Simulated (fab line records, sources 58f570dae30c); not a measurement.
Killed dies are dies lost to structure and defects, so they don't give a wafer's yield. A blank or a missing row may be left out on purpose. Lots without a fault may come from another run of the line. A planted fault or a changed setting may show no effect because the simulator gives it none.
One fault seen from 2 desks | flow berkeley_cmos170 | each desk has only its own numbers; what lay behind them comes last

THE METROLOGY DESK
What the gauges read, lot by lot, whatever tool the lot ran on: means of the sampled wafers that have a number. A lot is out of limits, marked OUT, if its mean lies more than 4 standard deviations from the usual mean; the brackets give that distance.
Columns: A = M1_AL_RS at UCB170_M1_RS_MEAS_01, usual 0.0482 ohm/sq; B = M1_AL_THK at UCB170_M1_THK_MEAS_02, usual 606 nm
lot  | first seen here | A                 | B
L256 | day 9 04:08     | 0.0482            | 606
L259 | day 9 04:26     | 0.0487            | 600
L257 | day 9 06:07     | 0.0485            | 603
L262 | day 9 22:14     | 0.0482            | 606
L261 | day 9 23:18     | 0.0483            | 607
L260 | day 9 23:36     | 0.0484            | 592
L264 | day 10 14:10    | 0.0478            | 615
L263 | day 10 14:18    | 0.0480            | 615
L265 | day 10 18:42    | 0.0479            | 610
L266 | day 10 21:19    | 0.0481            | 611
L268 | day 11 11:49    | 0.0481            | 610
L269 | day 11 14:54    | 0.0427 (-10) OUT  | 679 (+9.2) OUT
L271 | day 11 15:58    | 0.0476            | 612
L270 | day 11 18:17    | 0.0429 (-9.9) OUT | 683 (+9.6) OUT
This desk's finding: out of limits on L269, L270; first on L269, day 11 14:54 (M1_AL_RS at UCB170_M1_RS_MEAS_01). In limits: L256, L259, L257, L262, L261, L260, L264, L263, L265, L266, L268, L271.

THE TOOL OWNER'S DESK: pvd_sputter-04
The tool's own readings at UCB170_M1_SPUTTER_00 (material Al, target thk 600 nm, time 80 s): means of the sampled wafers that have a number, for each lot that ran on this tool. A lot is out of limits, marked OUT, if its mean lies more than 4 standard deviations from the usual mean; the brackets give that distance.
Columns: A = throttle_valve_pct at UCB170_M1_SPUTTER_00, usual 29.9 %
lot  | first seen here | A
L259 | day 9 04:22     | 29.6
L262 | day 9 22:09     | 29.7
L265 | day 10 18:38    | 29.9
L268 | day 11 11:46    | 29.8
L269 | day 11 14:50    | 30.1
L270 | day 11 18:14    | 29.9
This desk's finding: nothing out of limits on any of the 6 lots.

PUT TOGETHER
The metrology desk could have raised an alarm at day 11 14:54, on L269, L270.
The tool owner's desk saw nothing out of limits.
The tool owner's desk has L269, L270 on record, within its limits.
Of the lots named, all ran UCB170_M1_SPUTTER_00 on pvd_sputter-04.

WHAT THE SIMULATOR HAD PUT IN
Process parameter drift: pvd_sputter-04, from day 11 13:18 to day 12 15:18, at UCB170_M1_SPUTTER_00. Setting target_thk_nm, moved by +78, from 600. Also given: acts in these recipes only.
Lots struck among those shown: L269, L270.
Hours from the fault's start to each desk's first reading out of limits: the metrology desk, 2.
